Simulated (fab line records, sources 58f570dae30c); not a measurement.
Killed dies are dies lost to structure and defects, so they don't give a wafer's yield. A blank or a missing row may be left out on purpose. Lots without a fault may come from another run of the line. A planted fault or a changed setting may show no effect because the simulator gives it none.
Which tool did it? | flow berkeley_cmos170 | 15 lots, 45 wafers sampled, at 4 steps of a route of 331

WHAT THE GAUGES READ, wafer by wafer
UCB170_PVT_OVL_MEAS_06.
lot  | measured     | on         | PVT_OVL (nm)
L521 | day 5 10:04  | overlay-01 | -13 -6 -13
L522 | day 5 20:05  | overlay-02 | -14 -16 -15
L524 | day 6 02:19  | overlay-01 | -3 -14 -1
L523 | day 6 02:47  | overlay-01 | -1 -1 -4
L526 | day 6 16:14  | overlay-02 | 8 3 3
L527 | day 7 08:22  | overlay-01 | 0 -3 5
L531 | day 7 16:05  | overlay-01 | -1 0 -2
L532 | day 8 00:48  | overlay-02 | -4 -5 2
L534 | day 8 08:05  | overlay-02 | 3 3 2
L535 | day 9 03:54  | overlay-01 | -4 -6 -3
L540 | day 9 08:15  | overlay-01 | -1 -5 -3
L541 | day 9 08:25  | overlay-01 | -3 4 -8
L539 | day 9 08:45  | overlay-02 | -2 -1 -7
L543 | day 9 21:26  | overlay-01 | -6 -3 2
L544 | day 10 08:13 | overlay-02 | -11 -5 -2

UCB170_GATE_CD_MEAS_12: target cd 350 nm.
lot  | measured     | on        | cd_nm (nm)
L521 | day 5 22:55  | cd_sem-01 | 350.3 350.8 350.8
L522 | day 6 05:55  | cd_sem-01 | 350.6 350.9 351.5
L524 | day 6 13:23  | cd_sem-01 | 350.0 350.8 350.3
L523 | day 6 13:15  | cd_sem-01 | 349.5 350.0 350.2
L526 | day 7 03:23  | cd_sem-01 | 350.9 352.5 351.9
L527 | day 7 19:56  | cd_sem-01 | 346.2 347.3 348.8
L531 | day 8 03:36  | cd_sem-01 | 354.0 354.2 352.9
L532 | day 8 15:57  | cd_sem-01 | 352.2 351.7 351.5
L534 | day 8 23:02  | cd_sem-01 | 348.7 349.3 350.1
L535 | day 9 13:45  | cd_sem-01 | 347.4 349.4 348.7
L540 | day 9 17:24  | cd_sem-02 | 348.0 348.6 348.7
L541 | day 9 17:07  | cd_sem-01 | 349.6 348.7 348.2
L539 | day 9 17:31  | cd_sem-02 | 348.9 349.5 349.5
L543 | day 10 09:48 | cd_sem-02 | 351.9 351.3 352.2
L544 | day 10 15:58 | cd_sem-02 | 351.5 350.6 350.3

UCB170_NLDD_CD_MEAS_06: target cd 1200 nm.
lot  | measured     | on        | cd_nm (nm)
L521 | day 6 04:22  | cd_sem-02 | 1199.4 1198.9 1197.7
L522 | day 6 09:41  | cd_sem-01 | 1200.2 1199.3 1200.6
L524 | day 6 18:46  | cd_sem-01 | 1198.3 1199.7 1198.1
L523 | day 6 18:15  | cd_sem-01 | 1199.0 1198.7 1198.4
L526 | day 7 09:35  | cd_sem-01 | 1201.0 1202.4 1201.0
L527 | day 7 23:21  | cd_sem-01 | 1199.8 1200.0 1199.6
L531 | day 8 08:30  | cd_sem-01 | 1199.1 1199.6 1199.9
L532 | day 8 19:53  | cd_sem-01 | 1200.9 1201.1 1201.4
L534 | day 9 03:27  | cd_sem-01 | 1201.3 1201.5 1202.8
L535 | day 9 22:02  | cd_sem-01 | 1201.9 1200.8 1199.6
L540 | day 9 23:26  | cd_sem-02 | 1197.6 1198.5 1199.4
L541 | day 9 23:09  | cd_sem-02 | 1200.8 1199.3 1200.0
L539 | day 9 22:53  | cd_sem-02 | 1201.1 1202.3 1200.3
L543 | day 10 14:28 | cd_sem-02 | 1201.7 1202.6 1202.2
L544 | day 10 21:08 | cd_sem-02 | 1198.8 1197.6 1200.6

WHICH TOOL RAN EACH LOT (tool, then ch and the chambers of the sampled wafers, then the start)
lot  | UCB170_PLDD_DEVELOP_05
L521 | litho_track-03 ch 0, day 6 01:00
L522 | litho_track-03 ch 0, day 6 07:00
L524 | litho_track-03 ch 0, day 6 16:00
L523 | litho_track-01 ch 0, day 6 16:00
L526 | litho_track-03 ch 0, day 7 05:00
L527 | litho_track-04 ch 0, day 7 21:00
L531 | litho_track-03 ch 0, day 8 04:00
L532 | litho_track-03, day 8 17:00
L534 | litho_track-01, day 9 00:00
L535 | litho_track-04, day 9 18:00
L540 | litho_track-01 ch 0, day 9 19:00
L541 | litho_track-03 ch 0, day 9 19:00
L539 | litho_track-04 ch 0, day 9 19:00
L543 | litho_track-03 ch 0, day 10 11:00
L544 | litho_track-01 ch 0, day 10 18:00
- UCB170_PLDD_DEVELOP_05: develop time 45 s.

WHAT THE TOOLS THEMSELVES READ (means of the sampled wafers that have a number; where no wafer has one, the mark that the record gives instead)
UCB170_PLDD_DEVELOP_05.
lot  | tool           | chill_plate_temp_C (C) | exhaust_pa (Pa)
L521 | litho_track-03 | 23.03                  | 45.0
L522 | litho_track-03 | 23.11                  | 44.1
L524 | litho_track-03 | 23.01                  | 45.2
L523 | litho_track-01 | 22.99                  | 45.6
L526 | litho_track-03 | 23.02                  | 45.5
L527 | litho_track-04 | 23.02                  | 43.9
L531 | litho_track-03 | 23.01                  | 44.3
L532 | litho_track-03 | -                      | -
L534 | litho_track-01 | -                      | -
L535 | litho_track-04 | -                      | -
L540 | litho_track-01 | 23.00                  | 45.1
L541 | litho_track-03 | 22.93                  | 44.4
L539 | litho_track-04 | 23.18                  | 44.6
L543 | litho_track-03 | 23.11                  | 46.5
L544 | litho_track-01 | 22.99                  | 46.2

THE ANSWER, worked out from the rows above alone
Rule: what is usual is taken from the lots themselves. Put in order of their means at a reading, lots are off if they are a third of the lots or fewer, leave a main group of 4 or more, and stand apart from it by a gap of 3 or more times the standard deviation of the main group's means; of several such gaps the widest counts. A main group whose means are all the same, to the digits that the tables above print for the reading, isn't used. A lot without any number at a reading at which 4 lots or more have one is off too. The other lots that the step has rows for count as sound. The gauges are gone through in route order, then the tools' own readings, and for those a lot's mean is taken as printed above. The first step at which some lot is off is used, and at that step the reading that is off furthest; a lot without a number counts as furthest.
Off: L532, L534, L535, at UCB170_PLDD_DEVELOP_05 (chill_plate_temp_C). Without a number there: L532, L534, L535. The main group: mean 23.03 C, standard deviation 0.065.
A tool fits if, at that step or a process step before it, it ran every lot that is off, and no sound lot after the first of them. None of those tried fits.

WHAT THE SIMULATOR HAD PUT IN
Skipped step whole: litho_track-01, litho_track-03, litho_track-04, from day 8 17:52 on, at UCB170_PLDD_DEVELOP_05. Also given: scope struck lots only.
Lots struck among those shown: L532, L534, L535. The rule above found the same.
